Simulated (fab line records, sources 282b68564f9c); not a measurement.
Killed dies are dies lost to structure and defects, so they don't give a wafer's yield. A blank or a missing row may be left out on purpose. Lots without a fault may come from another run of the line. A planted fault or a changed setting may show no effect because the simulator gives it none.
Split-lot experiment | flow rit_cmos | 5 lots, 23 wafers read, on a route of 202 steps

THE SPLIT
At RIT_PWELL_HARDBAKE_07 (time 120 s), the setting temp_c was moved away from the recipe's 140 C on 7 of the 23 wafers read, by -2.9% to -2.4%. The other wafers ran this setting at the recipe's value.

The reading is taken at the split's own step.

THE READING
NOVOLAK_of_PWELL_COAT_01.thk_nm (the simulator's own value, which no gauge read), in nm, at RIT_PWELL_HARDBAKE_07 (time 120 s). The file gives no usual value for it. The 16 wafers here that ran the recipe average 1131 nm, standard deviation 2.3 nm.

wafer  | tool, chamber at the split | temp_c as run, C | against the recipe | NOVOLAK_of_PWELL_COAT_01.thk_nm, nm | against lot-mates on the recipe
L077.1 | litho_track-03, 0          | 135.9            | -2.9%              | 1138                                | +4
L077.2 | litho_track-03, 0          | 140              | recipe             | 1136                                | -
L077.3 | litho_track-03, 0          | 140              | recipe             | 1134                                | -
L077.5 | litho_track-03, 0          | 135.9            | -2.9%              | 1140                                | +6
L077.6 | litho_track-03, 0          | 140              | recipe             | 1133                                | -
L080.1 | litho_track-04, 0          | 140              | recipe             | 1129                                | -
L080.4 | litho_track-04, 0          | 140              | recipe             | 1129                                | -
L080.2 | litho_track-04, 0          | 136.1            | -2.8%              | 1139                                | +10
L080.3 | litho_track-04, 0          | 136.1            | -2.8%              | 1138                                | +9
L080.5 | litho_track-04, 0          | 140              | recipe             | 1130                                | -
L079.1 | litho_track-04, 0          | 136.7            | -2.4%              | 1137                                | +8
L079.2 | litho_track-04, 0          | 140              | recipe             | 1129                                | -
L079.3 | litho_track-04, 0          | 136.7            | -2.4%              | 1134                                | +6
L079.4 | litho_track-04, 0          | 140              | recipe             | 1128                                | -
L079.6 | litho_track-04, 0          | 136.7            | -2.4%              | 1135                                | +6
L081.2 | litho_track-03, 0          | 140              | recipe             | 1130                                | -
L081.5 | litho_track-03, 0          | 140              | recipe             | 1130                                | -
L081.3 | litho_track-03, 0          | 140              | recipe             | 1133                                | -
L082.2 | litho_track-04, 0          | 140              | recipe             | 1131                                | -
L082.5 | litho_track-04, 0          | 140              | recipe             | 1131                                | -
L082.3 | litho_track-04, 0          | 140              | recipe             | 1135                                | -
L082.4 | litho_track-04, 0          | 140              | recipe             | 1132                                | -
L082.6 | litho_track-04, 0          | 140              | recipe             | 1133                                | -

THE FIT
A straight line over all 23 wafers: NOVOLAK_of_PWELL_COAT_01.thk_nm changes by -2.27 nm for each +1% of temp_c; r = -0.80; the points scatter about the line by 2.2 nm.
The same after taking each lot's own level away (the mean of its wafers on the recipe; 23 wafers): -2.55 nm for each +1%; r = -0.89; scatter 1.6 nm.
On that fit, the largest move of temp_c shifts the reading by 7.5 nm.
The lots' own levels span 1128.5 to 1134.3 nm, that is 2.5 times the standard deviation above.
So the lot-to-lot level blurs the effect unless lot-mates are compared.
Check: with one of the wafers moved furthest among these (-2.9%) left out of the fit, the line predicts +8.33 nm for it against its lot-mates. It came out at +3.67 nm against them.

OTHER SPLITS ON THESE WAFERS
These wafers also went through other splits before the reading. Each is held against what the fit with the lots' levels taken away leaves over:
other split on the same wafers | wafers away from the commonest value | r with NOVOLAK_of_PWELL_COAT_01.thk_nm (lot level and that fit taken away)
RIT_FOX2_OXIDATION_00 temp_c   | 15                                   | -0.24
RIT_NWELL_SOFTBAKE_02 temp_c   | 10                                   | +0.36
RIT_NWELL_IMPLANT_08 dose_cm2  | 5                                    | -0.26
RIT_PWELL_SOFTBAKE_02 temp_c   | 10                                   | -0.35

THE FILE'S OWN FIT
NOVOLAK_of_PWELL_COAT_01.thk_nm changes by -2.57 nm for each +1% of temp_c, r = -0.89.
